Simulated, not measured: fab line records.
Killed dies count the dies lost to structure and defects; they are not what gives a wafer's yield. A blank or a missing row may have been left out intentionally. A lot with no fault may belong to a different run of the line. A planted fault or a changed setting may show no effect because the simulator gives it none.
2 desks looking at one fault    flow rit_cmos    only its own numbers are on each desk; what lay behind them is given at the end

METROLOGY DESK
Lot by lot, what the gauges showed, no matter which tool ran the lot: averages of those sampled wafers that carry a number. If a lot's mean is further than 4 standard deviations from the usual mean, the lot is out of limits and carries the mark OUT (the distance appears in the brackets).
Columns: A = NLDD_OVL at RIT_NLDD_OVL_MEAS_06, usual 1.5 nm; B = PSD_TW at RIT_PSD_TW_MEAS_10, usual 3415; C = PSD_RS at RIT_SDANNEAL_RS_MEAS_04, usual 115.92 ohm/sq; D = NSD_RS at RIT_SDANNEAL_RS_MEAS_05, usual 84.47 ohm/sq; E = PLDD_RS at RIT_SDANNEAL_RS_MEAS_06, usual 176.9 ohm/sq; F = NLDD_RS at RIT_SDANNEAL_RS_MEAS_07, usual 151.5 ohm/sq; G = cd_nm at RIT_CONTACT_CD_MEAS_08, usual 999.2 nm
lot   first seen here  A     B     C                D                E                F                 G
L238  day 2 16:34      3.3   3394  116.22           84.71            177.4            151.6             1001.0
L239  day 2 21:43      -0.6  3395  115.68           84.58            177.0            152.0             999.6
L241  day 3 09:44      2.5   3398  116.03           84.69            177.0            151.0             1000.7
L242  day 3 16:52      3.4   3423  115.99           84.69            177.4            150.9             995.6
L243  day 3 19:19      2.5   3420  115.74           84.55            176.7            151.5             996.1
L245  day 4 05:19      2.8   3411  115.91           84.52            177.3            151.4             999.1
L246  day 4 10:12      2.8   3411  116.14           84.47            177.1            151.0             997.8
L247  day 4 15:26      2.1   3416  116.05           84.43            176.8            152.2             1001.1
L248  day 4 18:49      1.8   3436  115.75           84.16            177.4            151.8             998.5
L249  day 5 00:59      2.4   3429  116.26           84.46            177.0            151.4             997.8
L251  day 5 11:17      -0.8  3435  115.72           84.43            176.8            151.7             999.1
L258  day 7 00:36      -0.5  3415  115.89           83.98            176.8            151.7             999.0
L259  day 7 05:56      1.1   3438  97.83 (-70) OUT  81.36 (-12) OUT  160.0 (-34) OUT  149.2 (-4.6) OUT  1000.0
L261  day 8 00:47      0.1   3398  97.53 (-71) OUT  81.08 (-13) OUT  160.5 (-33) OUT  148.2 (-6.5) OUT  998.8
This desk reports L259, L261 out of limits; the earliest was L259 at day 7 19:38 (PSD_RS at RIT_SDANNEAL_RS_MEAS_04). Within limits: L238, L239, L241, L242, L243, L245, L246, L247, L248, L249, L251, L258.

THE TOOL OWNER'S DESK: rtp_anneal-01
The tool's own readings at RIT_SDANNEAL_RTA_03 (time 5 s): means of the sampled wafers that have a number, for each lot that ran on this tool. If a lot's mean is further than 4 standard deviations from the usual mean, the lot is out of limits and carries the mark OUT (the distance appears in the brackets).
Columns: A = anneal_temp_c_max at RIT_SDANNEAL_RTA_03, usual 1053.7; B = ramp_down_c_per_s at RIT_SDANNEAL_RTA_03, usual 171.00; C = wafer_temp_C_max at RIT_SDANNEAL_RTA_03, usual 1053.7
lot   first seen here  A       B       C
L239  day 3 06:07      1052.7  171.00  1053.6
L241  day 3 18:05      1052.9  171.01  1054.9
L243  day 4 03:28      1053.7  170.97  1054.9
L245  day 4 13:29      1054.0  170.99  1055.2
L247  day 5 00:14      1053.9  171.01  1053.8
L249  day 5 10:12      1053.2  171.00  1052.8
L251  day 5 21:09      1052.6  171.01  1053.9
L259  day 7 19:34      1052.0  170.99  1052.8
L261  day 8 08:47      1053.7  170.99  1053.4
This desk's verdict: no lot among the 9 shows anything out of limits.

BROUGHT TOGETHER
L259, L261 would have let the metrology desk raise an alarm at day 7 19:38.
Nothing out of limits was seen by the tool owner's desk.
On record at the tool owner's desk: L259, L261, within its limits.
Of the lots named, all ran RIT_SDANNEAL_RTA_03 on rtp_anneal-01.

WHAT HAD BEEN PUT IN BY THE SIMULATOR
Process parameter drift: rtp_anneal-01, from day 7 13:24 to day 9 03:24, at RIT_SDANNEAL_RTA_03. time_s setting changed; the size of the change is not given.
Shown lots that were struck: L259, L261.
Time in hours between the start of the fault and the first out-of-limits reading at each desk: metrology desk, 6.
